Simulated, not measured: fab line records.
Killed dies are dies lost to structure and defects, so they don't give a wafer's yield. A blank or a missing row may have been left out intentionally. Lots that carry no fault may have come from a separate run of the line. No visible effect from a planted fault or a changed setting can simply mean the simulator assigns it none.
Which tool is to blame? / flow berkeleyCmos170 / 14 lots, 42 wafers sampled, at 5 steps of a route of 331

== WHAT THE GAUGES READ, wafer by wafer ==
UCB170_NVT_TW_MEAS_09. Usual: NVT_TW gives 526 (standard deviation 3.8).
lot=L761; measured=day 6 16:04; on=filmMetro-01; NVT_TW=528 526 527; flag=
lot=L762; measured=day 6 16:22; on=filmMetro-01; NVT_TW=529 531 530; flag=
lot=L764; measured=day 7 02:35; on=filmMetro-01; NVT_TW=524 526 523; flag=
lot=L763; measured=day 7 02:44; on=filmMetro-01; NVT_TW=526 525 525; flag=
lot=L765; measured=day 7 02:47; on=filmMetro-04; NVT_TW=526 530 532; flag=
lot=L766; measured=day 7 18:46; on=filmMetro-04; NVT_TW=530 531 530; flag=
lot=L769; measured=day 8 00:22; on=filmMetro-01; NVT_TW=520 524 526; flag=
lot=L767; measured=day 8 00:56; on=filmMetro-02; NVT_TW=569 567 569; flag=OFF
lot=L770; measured=day 8 13:01; on=filmMetro-01; NVT_TW=566 565 564; flag=OFF
lot=L779; measured=day 9 19:43; on=filmMetro-01; NVT_TW=525 526 523; flag=
lot=L777; measured=day 9 20:04; on=filmMetro-01; NVT_TW=523 524 522; flag=
lot=L783; measured=day 10 20:00; on=filmMetro-02; NVT_TW=524 524 526; flag=
lot=L782; measured=day 10 20:11; on=filmMetro-01; NVT_TW=525 526 525; flag=
lot=L784; measured=day 11 01:11; on=filmMetro-04; NVT_TW=518 518 516; flag=

UCB170_CONTACT_CD_MEAS_15: target cd 700 nm. Usual: cdNm 699.7 nm, standard deviation 1.2.
lot=L761; measured=day 8 10:14; on=cdSem-02; cdNm (nm)=698.5 698.8 696.2; flag=
lot=L762; measured=day 8 07:22; on=cdSem-01; cdNm (nm)=701.5 701.3 701.0; flag=
lot=L764; measured=day 8 17:34; on=cdSem-02; cdNm (nm)=701.2 699.6 701.6; flag=
lot=L763; measured=day 8 17:19; on=cdSem-02; cdNm (nm)=699.6 699.9 698.8; flag=
lot=L765; measured=day 8 16:47; on=cdSem-01; cdNm (nm)=698.0 697.7 699.8; flag=
lot=L766; measured=day 9 11:13; on=cdSem-02; cdNm (nm)=702.0 701.7 702.1; flag=
lot=L769; measured=day 9 16:27; on=cdSem-01; cdNm (nm)=700.4 699.9 700.6; flag=
lot=L767; measured=day 9 15:34; on=cdSem-02; cdNm (nm)=698.4 698.0 697.9; flag=
lot=L770; measured=day 10 05:59; on=cdSem-01; cdNm (nm)=701.4 699.9 700.7; flag=
lot=L779; measured=day 11 09:25; on=cdSem-02; cdNm (nm)=700.9 701.1 700.9; flag=
lot=L777; measured=day 11 10:54; on=cdSem-02; cdNm (nm)=698.2 699.4 699.1; flag=
lot=L783; measured=day 12 08:01; on=cdSem-01; cdNm (nm)=698.6 700.1 698.6; flag=
lot=L782; measured=day 12 07:24; on=cdSem-01; cdNm (nm)=698.5 698.0 699.2; flag=
lot=L784; measured=day 12 19:52; on=cdSem-02; cdNm (nm)=700.5 700.1 699.2; flag=

UCB170_CONTACT_CD_MEAS_90: target cd 700 nm. Usual: cdNm 699.6 nm, standard deviation 1.3.
lot=L761; measured=day 8 10:40; on=cdSem-01; cdNm (nm)=697.9 698.1 696.2; flag=
lot=L762; measured=day 8 07:52; on=cdSem-01; cdNm (nm)=700.1 701.7 699.9; flag=
lot=L764; measured=day 8 17:59; on=cdSem-02; cdNm (nm)=699.8 700.2 699.9; flag=
lot=L763; measured=day 8 17:48; on=cdSem-01; cdNm (nm)=699.6 699.9 698.8; flag=
lot=L765; measured=day 8 17:13; on=cdSem-02; cdNm (nm)=698.2 699.6 700.0; flag=
lot=L766; measured=day 9 11:38; on=cdSem-01; cdNm (nm)=702.1 701.2 701.5; flag=
lot=L769; measured=day 9 16:53; on=cdSem-02; cdNm (nm)=699.8 699.7 700.9; flag=
lot=L767; measured=day 9 15:59; on=cdSem-01; cdNm (nm)=699.3 697.6 698.0; flag=
lot=L770; measured=day 10 06:25; on=cdSem-02; cdNm (nm)=701.3 699.4 700.1; flag=
lot=L779; measured=day 11 09:50; on=cdSem-01; cdNm (nm)=701.0 702.6 701.0; flag=
lot=L777; measured=day 11 11:22; on=cdSem-02; cdNm (nm)=698.0 700.0 698.9; flag=
lot=L783; measured=day 12 08:26; on=cdSem-02; cdNm (nm)=698.2 700.1 697.7; flag=
lot=L782; measured=day 12 07:49; on=cdSem-02; cdNm (nm)=698.9 697.7 699.9; flag=
lot=L784; measured=day 12 20:17; on=cdSem-01; cdNm (nm)=701.7 700.0 698.6; flag=

UCB170_V2_THK_MEAS_04. Usual: V2_POLISHED_THK gives 1000.7 nm (standard deviation 1.3).
lot=L761; measured=day 8 21:30; on=filmMetro-02; V2_POLISHED_THK (nm)=999.6 999.2 1000.8; flag=
lot=L762; measured=day 8 18:27; on=filmMetro-01; V2_POLISHED_THK (nm)=1000.0 1000.5 997.9; flag=
lot=L764; measured=day 9 07:35; on=filmMetro-02; V2_POLISHED_THK (nm)=1001.0 1002.6 1000.8; flag=
lot=L763; measured=day 9 07:16; on=filmMetro-02; V2_POLISHED_THK (nm)=997.8 999.6 999.4; flag=
lot=L765; measured=day 9 02:26; on=filmMetro-01; V2_POLISHED_THK (nm)=998.1 999.4 999.7; flag=
lot=L766; measured=day 9 21:17; on=filmMetro-02; V2_POLISHED_THK (nm)=1000.9 1000.5 1001.9; flag=
lot=L769; measured=day 10 04:47; on=filmMetro-01; V2_POLISHED_THK (nm)=1000.0 1000.8 998.9; flag=
lot=L767; measured=day 10 05:00; on=filmMetro-03; V2_POLISHED_THK (nm)=1001.7 1001.0 1002.0; flag=
lot=L770; measured=day 10 18:43; on=filmMetro-01; V2_POLISHED_THK (nm)=1001.9 1000.6 1001.9; flag=
lot=L779; measured=day 11 20:04; on=filmMetro-03; V2_POLISHED_THK (nm)=1001.6 1003.0 1003.4; flag=
lot=L777; measured=day 12 00:42; on=filmMetro-01; V2_POLISHED_THK (nm)=998.1 998.7 998.7; flag=
lot=L783; measured=day 12 17:59; on=filmMetro-01; V2_POLISHED_THK (nm)=1001.2 1001.8 1000.9; flag=
lot=L782; measured=day 12 17:44; on=filmMetro-01; V2_POLISHED_THK (nm)=1000.5 1000.4 1001.1; flag=
lot=L784; measured=day 13 10:27; on=filmMetro-03; V2_POLISHED_THK (nm)=1001.6 1002.1 1000.6; flag=

== TOOL THAT RAN EACH LOT (tool first, then ch and the chambers of the sampled wafers, then the start) ==
lot=L761; UCB170_NVT_IMPLANT_07=implanter-04 ch 0, day 6 15:50
lot=L762; UCB170_NVT_IMPLANT_07=implanter-04 ch 0, day 6 16:07
lot=L764; UCB170_NVT_IMPLANT_07=implanter-02 ch 0, day 7 02:20
lot=L763; UCB170_NVT_IMPLANT_07=implanter-04 ch 0, day 7 02:29
lot=L765; UCB170_NVT_IMPLANT_07=implanter-02 ch 0, day 7 02:34
lot=L766; UCB170_NVT_IMPLANT_07=implanter-02 ch 0, day 7 18:32
lot=L769; UCB170_NVT_IMPLANT_07=implanter-04 ch 0, day 8 00:07
lot=L767; UCB170_NVT_IMPLANT_07=implanter-02 ch 0, day 8 00:43
lot=L770; UCB170_NVT_IMPLANT_07=implanter-02 ch 0, day 8 12:47
lot=L779; UCB170_NVT_IMPLANT_07=implanter-01 ch 0, day 9 19:31
lot=L777; UCB170_NVT_IMPLANT_07=implanter-01 ch 0, day 9 19:50
lot=L783; UCB170_NVT_IMPLANT_07=implanter-01 ch 0, day 10 19:46
lot=L782; UCB170_NVT_IMPLANT_07=implanter-04 ch 0, day 10 19:56
lot=L784; UCB170_NVT_IMPLANT_07=implanter-01 ch 0, day 11 00:58
- UCB170_NVT_IMPLANT_07

== WHAT THE TOOLS THEMSELVES READ (means of the sampled wafers that have a number; where no wafer has one, the mark that the record gives instead) ==
UCB170_NVT_IMPLANT_07. Usual: beamEnergyKeV 50.008, standard deviation 0.017.
lot=L761 tool=implanter-04 beamEnergyKeV=50.014 flag=
lot=L762 tool=implanter-04 beamEnergyKeV=50.010 flag=
lot=L764 tool=implanter-02 beamEnergyKeV=50.022 flag=
lot=L763 tool=implanter-04 beamEnergyKeV=50.023 flag=
lot=L765 tool=implanter-02 beamEnergyKeV=50.006 flag=
lot=L766 tool=implanter-02 beamEnergyKeV=49.995 flag=
lot=L769 tool=implanter-04 beamEnergyKeV=50.011 flag=
lot=L767 tool=implanter-02 beamEnergyKeV=67.516 flag=OFF
lot=L770 tool=implanter-02 beamEnergyKeV=67.489 flag=OFF
lot=L779 tool=implanter-01 beamEnergyKeV=50.011 flag=
lot=L777 tool=implanter-01 beamEnergyKeV=50.010 flag=
lot=L783 tool=implanter-01 beamEnergyKeV=49.998 flag=
lot=L782 tool=implanter-04 beamEnergyKeV=49.998 flag=
lot=L784 tool=implanter-01 beamEnergyKeV=50.000 flag=

== THE ANSWER, worked out from the rows above alone ==
Rule: a lot counts as off when the mean over its wafers that have a number is more than 3 standard deviations away from the usual mean. A lot without any number at a reading at which 4 lots or more have one is off too. Where the step has rows for the other lots, those lots are counted as sound. First the gauges in route order, then the tools' own readings, where a lot's mean is used as printed above. The first step at which some lot is off is used, and at that step the reading that is off furthest; a lot without a number counts as furthest.
Off: at UCB170_NVT_TW_MEAS_09 (NVT_TW), L767, L770.
A tool fits if, at a process step before that reading, it ran every lot that is off, and no sound lot after the first of them. The gauges at UCB170_NVT_TW_MEAS_09 aren't tried: what is off there is off at UCB170_NVT_IMPLANT_07 too, on other tools, and a gauge's error can't cause that. One fits: implanter-02 at UCB170_NVT_IMPLANT_07. A fault onset in the window from L766 (day 7 18:32, its last sound lot) to L767 (day 8 00:43, its first lot off) fits.
On the lots that are off, the tool's own readings at UCB170_NVT_IMPLANT_07 differ by more than 5 times the standard deviation of the sound lots' means, which bears it out; beamEnergyKeV reads 67.502 there versus 50.008 on the sound lots.

== WHAT THE SIMULATOR HAD INSERTED ==
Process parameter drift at UCB170_NVT_IMPLANT_07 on implanter-02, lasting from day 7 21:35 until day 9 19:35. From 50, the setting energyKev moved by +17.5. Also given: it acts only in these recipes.
Lots struck among those shown: L767, L770. The rule above reached the same finding.
